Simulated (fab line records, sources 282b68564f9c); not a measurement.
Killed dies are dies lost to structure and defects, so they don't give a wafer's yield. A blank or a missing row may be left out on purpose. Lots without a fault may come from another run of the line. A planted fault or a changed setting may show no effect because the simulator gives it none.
Which tool did it? | flow rit_cmos | 14 lots, 42 wafers sampled, at 2 steps of a route of 202

WHAT THE GAUGES READ, wafer by wafer
The record holds no reading of a measuring or inspecting step that can be judged against a usual standard deviation.

WHICH TOOL RAN EACH LOT (tool, then ch and the chambers of the sampled wafers, then the start)
lot  | RIT_PSD_SOFTBAKE_02              | RIT_M1_PROBE_99
L291 | litho_track-04 ch 0, day 2 23:53 | -
L294 | litho_track-04 ch 0, day 3 15:56 | -
L296 | litho_track-03 ch 0, day 4 00:56 | -
L297 | litho_track-04 ch 0, day 4 05:45 | prober-02, day 4 14:54
L298 | litho_track-01 ch 0, day 4 12:21 | -
L299 | litho_track-01 ch 0, day 4 16:17 | prober-02, day 5 02:46
L300 | litho_track-01 ch 0, day 5 01:55 | prober-01, day 5 11:39
L301 | litho_track-03 ch 0, day 5 02:35 | -
L302 | litho_track-03 ch 0, day 5 08:34 | -
L305 | litho_track-03 ch 0, day 5 23:59 | -
L304 | litho_track-03 ch 0, day 6 00:36 | -
L310 | litho_track-03 ch 0, day 7 00:13 | -
L312 | litho_track-03 ch 0, day 7 10:28 | -
L314 | litho_track-04 ch 0, day 7 19:20 | -
- RIT_PSD_SOFTBAKE_02: time 60 s.
- RIT_M1_PROBE_99

WHAT THE TOOLS THEMSELVES READ (means of the sampled wafers that have a number; where no wafer has one, the mark that the record gives instead)
RIT_PSD_SOFTBAKE_02.
lot  | tool           | exhaust_pa (Pa) | run_length_s (s)
L291 | litho_track-04 | 44.9            | 89.13
L294 | litho_track-04 | 45.3            | 89.25
L296 | litho_track-03 | 45.2            | 89.28
L297 | litho_track-04 | 44.7            | 89.16
L298 | litho_track-01 | 44.3            | 88.99
L299 | litho_track-01 | 45.5            | 88.78
L300 | litho_track-01 | 44.7            | 88.76
L301 | litho_track-03 | 45.2            | 89.29
L302 | litho_track-03 | 45.4            | 89.28
L305 | litho_track-03 | 44.6            | 89.34
L304 | litho_track-03 | 44.5            | 89.27
L310 | litho_track-03 | 44.8            | 95.99
L312 | litho_track-03 | 44.7            | 96.00
L314 | litho_track-04 | 44.1            | 89.11

RIT_M1_PROBE_99.
lot  | tool      | killed_at_M0_to_M3 | killed_at_contacts | killed_at_front_end | killed_dies | killed_open | killed_short
L297 | prober-02 | 0.0                | 0.0                | 5                   | 5           | 2.0         | 2.7
L299 | prober-02 | 0.0                | 0.0                | 6                   | 6           | 3.0         | 2.7
L300 | prober-01 | 0.3                | 0.0                | 3                   | 4           | 1.3         | 2.3

THE ANSWER, worked out from the rows above alone
Rule: what is usual is taken from the lots themselves. Put in order of their means at a reading, lots are off if they are a third of the lots or fewer, leave a main group of 4 or more, and stand apart from it by a gap of 3 or more times the standard deviation of the main group's means; of several such gaps the widest counts. A main group whose means are all the same, to the digits that the tables above print for the reading, isn't used. A lot without any number at a reading at which 4 lots or more have one is off too. The other lots that the step has rows for count as sound. The gauges are gone through in route order, then the tools' own readings, and for those a lot's mean is taken as printed above. The first step at which some lot is off is used, and at that step the reading that is off furthest; a lot without a number counts as furthest.
Off: L310, L312, at RIT_PSD_SOFTBAKE_02 (run_length_s). The main group: mean 89.14 s, standard deviation 0.19.
A tool fits if, at that step or a process step before it, it ran every lot that is off, and no sound lot after the first of them. One fits: litho_track-03 at RIT_PSD_SOFTBAKE_02. Its last sound lot is L304 (day 6 00:36), its first lot that is off L310 (day 7 00:13): a fault that began between those two fits.
The tool's own readings at RIT_PSD_SOFTBAKE_02 bear it out: on the lots that are off they differ by more than 5 times the standard deviation of the sound lots' means. run_length_s reads 96.00 s there against 89.14 s on the sound lots.

WHAT THE SIMULATOR HAD PUT IN
Process parameter drift: litho_track-03, from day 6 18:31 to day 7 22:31, at RIT_PSD_SOFTBAKE_02. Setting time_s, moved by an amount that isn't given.
Lots struck among those shown: L310, L312. The rule above found the same.
